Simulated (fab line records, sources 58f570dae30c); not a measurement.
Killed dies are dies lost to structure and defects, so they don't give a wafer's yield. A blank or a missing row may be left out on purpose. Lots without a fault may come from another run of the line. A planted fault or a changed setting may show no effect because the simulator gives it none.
fab line records | flow berkeley_cmos170
record lots=14 wafers=42 last_day=13
route steps=331 shown NSD@207 CONTACT@233 M1@238 M2@276
lots that met no fault: from a run of the same line without faults
start_h: hours from the record's first day to the start of the lot's first wafer shown | wait_h: hours since the lot's step before | " the same as in the row above | L1.1+2: a row that stands for several wafers | - no value, or no start given | * or withheld: withheld | < > ~ a bound
route shown NAME@n: a module of which the file shows steps, and the number in the route of the first | usual: mean/standard deviation of fault-free wafers | same: alike in all rows | chamber/n: place in a boat | sites: the reading at each site | _std_site: their standard deviation | _edge_site: outer sites' mean less inner sites' | radius_mm: how far each site lies from the wafer's centre | mask NAME#n: copy n | behind: the tool/chamber that last shaped the wafer | hold: why the lot was held/for how many hours/how that ended | device: the transistor (n, p or np) that didn't switch | end of line: the same wafers' tests at the end of the route | a step without rows: its recipe alone | killed: dies lost to structure and defects at the first sort, not the wafer's yield | map: a wafer's dies, x killed, . not, _ none there
set.NAME: the setting as run; set.NAME@STEP: as run at that earlier step | model.NAME: the simulator's own value behind a step, which no gauge read
steps of the route over a sample of lots; a table a step, a row a wafer
services: from which hour (start_h, from the record's first day; less than 0 if before it) a tool's chamber was out of use, for how many hours, and why
## steps
# step UCB170_SDANNEAL_RS_MEAS_03
# recipe thk_meas_gauge=four-point-probe
# usual NSD_RS=37.20/0.092
# columns lot.wafer tool chamber start_h wait_h NSD_RS[ohm/sq]
L234.3 film_metro-04 - 131.42 0.1 37.12
L234.5 " - " " 37.07
L234.6 " - " " 37.01
L236.2 film_metro-02 - 141.67 0.1 37.30
L236.3 " - " " 37.29
L236.5 " - " " 37.23
L235.3 film_metro-04 - 141.88 0.1 37.07
L235.4 " - " " 37.09
L235.6 " - " " 37.07
L238.1 film_metro-02 - 145.59 0.1 37.29
L238.3 " - " " 37.27
L238.6 " - " " 37.41
L239.1 film_metro-04 - 145.79 0.1 37.19
L239.2 " - " " 37.16
L239.6 " - " " 37.17
L237.1 film_metro-03 - 145.99 0.1 37.22
L237.4 " - " " 37.16
L237.6 " - " " 37.13
L241.1 film_metro-02 - 163.04 0.1 37.20
L241.4 " - " " 37.24
L241.6 " - " " 37.31
L244.3 film_metro-03 - 194.51 0.1 37.17
L244.4 " - " " 37.30
L244.5 " - " " 37.16
L248.3 film_metro-04 - 212.15 0.1 37.23
L248.4 " - " " 37.19
L248.5 " - " " 37.14
L247.3 film_metro-02 - 212.32 0.1 37.27
L247.4 " - " " 37.31
L247.5 " - " " 37.23
L252.3 film_metro-02 - 233.95 0.1 37.31
L252.4 " - " " 37.11
L252.6 " - " " 37.25
L254.1 film_metro-02 - 249.81 0.1 37.36
L254.2 " - " " 37.32
L254.4 " - " " 37.45
L255.1 film_metro-04 - 250.41 0.1 37.04
L255.5 " - " " 37.13
L255.6 " - " " 37.25
L257.4 film_metro-02 - 279.88 0.1 37.27
L257.5 " - " " 37.45
L257.6 " - " " 37.33
# step UCB170_CONTACT_ETCH_17
# recipe chemistry=N2/H2 target_depth_a=withheld overetch_a=withheld target=BARC time_s=withheld source_w=500 bias_w=100 pressure_mtorr=30 n2_flow_sccm=100 h2_flow_sccm=200
# usual drypump_motor_current_A=5.8/0.59 oes_product_au=0.998/0.024 throttle_valve_pct=13.19/0.19
# columns lot.wafer tool chamber start_h wait_h drypump_motor_current_A oes_product_au throttle_valve_pct
L234.3 rie_diel-03 1 136.68 0.0 5.1 0.994 13.14
L234.5 " 0 " " 5.3 0.969 12.94
L234.6 " 1 " " 5.1 0.991 13.14
L236.2 rie_diel-01 1 146.39 0.0 5.1 1.030 13.53
L236.3 " 0 " " 6.4 0.997 13.36
L236.5 " 1 " " 5.1 1.029 13.49
L235.3 rie_diel-02 1 146.92 0.0 6.6 1.009 13.27
L235.4 " 3 " " 5.7 0.946 12.97
L235.6 " 1 " " 6.6 1.007 13.27
L238.1 rie_diel-01 0 150.46 0.0 6.4 0.993 13.36
L238.3 " 3 " " 5.2 0.989 12.99
L238.6 " 1 " " 5.1 1.020 13.50
L239.1 rie_diel-03 3 151.03 0.0 5.1 0.992 13.19
L239.2 " 0 " " 5.2 0.962 12.94
L239.6 " 1 " " 5.1 0.993 13.13
L237.1 rie_diel-02 0 152.30 0.0 6.5 1.008 13.16
L237.4 " 3 " " 5.6 0.951 12.96
L237.6 " 1 " " 6.6 1.009 13.27
L241.1 rie_diel-03 3 167.74 0.0 5.1 1.000 13.19
L241.4 " 2 " " 6.2 0.983 12.97
L241.6 " 3 " " 5.1 0.999 13.19
L244.3 rie_diel-02 3 200.18 0.0 5.6 0.948 12.97
L244.4 " 1 " " 6.6 1.022 13.27
L244.5 " 0 " " 6.5 0.995 13.16
L248.3 rie_diel-01 2 217.35 0.0 5.8 1.034 13.50
L248.4 " 3 " " 5.2 1.002 12.98
L248.5 " 2 " " 5.8 1.034 13.50
L247.3 rie_diel-03 0 217.66 0.0 5.2 0.969 12.93
L247.4 " 2 " " 6.2 0.979 12.95
L247.5 " 0 " " 5.2 0.978 12.93
L252.3 rie_diel-02 3 239.82 0.0 5.6 0.948 12.96
L252.4 " 2 " " 5.4 0.987 13.23
L252.6 " 1 " " 6.6 1.013 13.28
L254.1 rie_diel-01 2 257.58 0.0 5.8 1.048 13.51
L254.2 " 3 " " 5.2 1.006 13.00
L254.4 " 1 " " 5.2 1.029 13.50
L255.1 rie_diel-02 2 258.06 0.0 5.4 0.993 13.22
L255.5 " 2 " " 5.4 0.989 13.23
L255.6 " 3 " " 5.7 0.957 12.96
L257.4 rie_diel-03 2 285.74 0.0 6.2 0.998 12.95
L257.5 " 1 " " 5.2 0.994 13.14
L257.6 " 0 " " 5.2 1.007 12.92
# step UCB170_M1_SPUTTER_00
# recipe material=Al target_thk_nm=600 time_s=80 power_w=6000 chamber_pressure_pa=0.5
# usual throttle_valve_pct=29.7/1
# columns lot.wafer tool chamber start_h wait_h throttle_valve_pct
L234.3 pvd_sputter-02 - 137.39 0.0 30.7
L234.5 " - " " 29.7
L234.6 " - " " 30.0
L236.2 pvd_sputter-02 - 146.97 0.0 29.8
L236.3 " - " " 28.0
L236.5 " - " " 27.9
L235.3 pvd_sputter-04 - 147.48 0.0 29.4
L235.4 " - " " 30.7
L235.6 " - " " 30.8
L238.1 pvd_sputter-01 - 151.02 0.0 30.0
L238.3 " - " " 27.8
L238.6 " - " " 31.5
L239.1 pvd_sputter-02 - 151.59 0.0 29.9
L239.2 " - " " 30.8
L239.6 " - " " 29.7
L237.1 pvd_sputter-01 - 152.88 0.0 31.5
L237.4 " - " " 27.8
L237.6 " - " " 27.8
L241.1 pvd_sputter-01 - 168.31 0.0 29.5
L241.4 " - " " 28.2
L241.6 " - " " 29.4
L244.3 pvd_sputter-01 - 201.61 0.0 30.1
L244.4 " - " " 29.9
L244.5 " - " " 29.6
L248.3 pvd_sputter-02 - 217.91 0.0 29.9
L248.4 " - " " 30.0
L248.5 " - " " 28.2
L247.3 pvd_sputter-01 - 218.22 0.0 29.3
L247.4 " - " " 29.8
L247.5 " - " " 30.2
L252.3 pvd_sputter-01 - 240.38 0.0 29.3
L252.4 " - " " 31.5
L252.6 " - " " 29.9
L254.1 pvd_sputter-02 - 258.31 0.0 29.8
L254.2 " - " " 30.5
L254.4 " - " " 29.8
L255.1 pvd_sputter-01 - 258.79 0.0 31.5
L255.5 " - " " 31.4
L255.6 " - " " 30.0
L257.4 pvd_sputter-04 - 286.31 0.0 30.9
L257.5 " - " " 29.1
L257.6 " - " " 30.3
# step UCB170_M2_COAT_05
# recipe resist=KrF spin_rpm=1500 resist_thk_nm=900
# columns lot.wafer tool chamber start_h wait_h
L234.3+5+6 litho_track-04 0 146.96 0.1
L236.2+3+5 litho_track-02 0 157.33 0.1
L235.3+4+6 litho_track-03 0 157.79 0.1
L238.1+3+6 litho_track-02 0 157.90 0.1
L239.1+2+6 litho_track-03 0 163.08 0.1
L237.1+4+6 litho_track-04 0 163.30 0.1
L241.1+4+6 litho_track-04 0 181.15 0.1
L244.3+4+5 litho_track-03 0 212.60 0.1
L248.3+4+5 litho_track-03 0 226.97 0.1
L247.3+4+5 litho_track-03 0 227.42 0.1
L252.3+4+6 litho_track-02 0 248.24 0.1
L254.1+2+4 litho_track-02 0 269.65 0.1
L255.1+5+6 litho_track-02 0 270.55 0.1
L257.4+5+6 litho_track-02 0 293.33 0.1
# step UCB170_M2_STRIP_07
# recipe chemistry=O2 power_w=400 pressure_mtorr=3500 platen_temp_c=withheld o2_flow_sccm=400 overash_fraction=0.5
# usual drypump_motor_current_A=5.5/0.57 oes_product_au=0.734/0.0045 strip_time_to_endpoint_s=21.99/0.054
# columns lot.wafer tool chamber start_h wait_h drypump_motor_current_A oes_product_au rf_hours_counter_h strip_time_to_endpoint_s
L234.3 plasma_asher-04 0 147.24 0.1 5.0 0.732 - 21.98
L234.5 " 1 " " 6.3 0.739 - 22.00
L234.6 " 0 " " 5.0 0.740 - 21.94
L236.2 plasma_asher-04 0 157.60 0.1 5.0 0.736 46 22.06
L236.3 " 1 " " 6.4 0.727 - 22.00
L236.5 " 1 " " 6.3 0.732 - 21.91
L235.3 plasma_asher-03 0 158.07 0.1 6.1 0.739 - 21.98
L235.4 " 1 " " 5.7 0.730 - 22.00
L235.6 " 0 " " 6.1 0.734 - 21.98
L238.1 plasma_asher-04 0 158.20 0.1 5.0 0.738 47 22.00
L238.3 " 1 " " 6.3 0.739 - 21.98
L238.6 " 0 " " 5.0 0.740 - 21.93
L239.1 plasma_asher-03 0 163.38 0.1 6.1 0.737 5 22.02
L239.2 " 1 " " 5.6 0.729 5 21.97
L239.6 " 0 " " 6.1 0.743 - 21.99
L237.1 plasma_asher-04 1 163.60 0.1 6.3 0.738 47 22.05
L237.4 " 0 " " 5.0 0.731 - 22.05
L237.6 " 1 " " 6.3 0.732 - 21.99
L241.1 plasma_asher-04 0 181.45 0.1 5.0 0.739 49 21.99
L241.4 " 1 " " 6.3 0.738 - 21.99
L241.6 " 0 " " 5.0 0.737 - 21.96
L244.3 plasma_asher-01 1 212.88 0.1 4.9 0.736 - 22.02
L244.4 " 0 " " 5.1 0.741 - 22.03
L244.5 " 1 " " 4.9 0.737 - 22.08
L248.3 plasma_asher-01 1 227.25 0.1 4.9 0.729 - 21.46
L248.4 " 0 " " 5.1 0.736 - 21.40
L248.5 " 0 " " 5.1 0.730 - 21.46
L247.3 plasma_asher-01 0 227.70 0.1 5.1 0.736 - 21.44
L247.4 " 1 " " 4.9 0.738 - 21.40
L247.5 " 0 " " 5.1 0.726 - 21.48
L252.3 plasma_asher-03 1 248.53 0.1 5.6 0.733 - 22.04
L252.4 " 0 " " 6.1 0.729 - 22.06
L252.6 " 0 " " 6.1 0.735 - 22.07
L254.1 plasma_asher-01 0 269.95 0.1 5.1 0.736 46 21.88
L254.2 " 1 " " 4.9 0.739 46 21.95
L254.4 " 0 " " 5.1 0.736 - 21.97
L255.1 plasma_asher-01 0 270.85 0.1 5.1 0.729 46 21.99
L255.5 " 1 " " 4.9 0.735 - 21.99
L255.6 " 0 " " 5.1 0.731 - 21.93
L257.4 plasma_asher-01 0 293.59 0.1 5.1 0.734 - 21.98
L257.5 " 0 " " 5.1 0.734 - 22.00
L257.6 " 1 " " 4.9 0.727 - 21.97
## services
# columns tool chamber start_h hours kind
plasma_asher-03 0 117.83 - clean
plasma_asher-03 1 117.83 - clean
pvd_sputter-02 - 142.36 0.6 repair
rie_diel-03 1 165.11 11.8 repair
rie_diel-02 0 179.99 4.9 repair
rie_diel-02 2 188.83 4.5 repair
pvd_sputter-02 - 197.69 14.7 repair
plasma_asher-04 - 203.48 2.8 pm
rie_diel-01 3 206.58 1.5 repair
plasma_asher-04 - 212.69 0.3 repair
rie_diel-01 1 213.06 5.5 repair
rie_diel-03 0 225.75 - clean
rie_diel-03 0 225.75 12.8 scheduled_down
rie_diel-03 0 225.75 12.8 vent_cycle
pvd_sputter-02 - 235.86 2.2 repair
rie_diel-02 - 244.40 0.3 repair
pvd_sputter-01 - 244.91 0.9 repair
pvd_sputter-04 - 249.51 1.9 repair
pvd_sputter-02 - 275.18 3.6 repair
plasma_asher-03 - 282.57 3.4 repair
## key
first_sign step=UCB170_M2_STRIP_07 reading=strip_time_to_endpoint_s direction=down sigmas=10 usual=* struck=*
effect none on later readings
met_at UCB170_M2_COAT_05
struck_lots L247,L248
not_acting_at UCB170_SDANNEAL_RS_MEAS_03,UCB170_CONTACT_ETCH_17,UCB170_M1_SPUTTER_00
onset_between 212.60 226.97
fault kind=process_parameter_drift tool=litho_track-03 chamber=- onset_h=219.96 steps=UCB170_M2_COAT_05 channel=resist_thk_nm offset=* shape=step end_h=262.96 acts_in=* stated=*
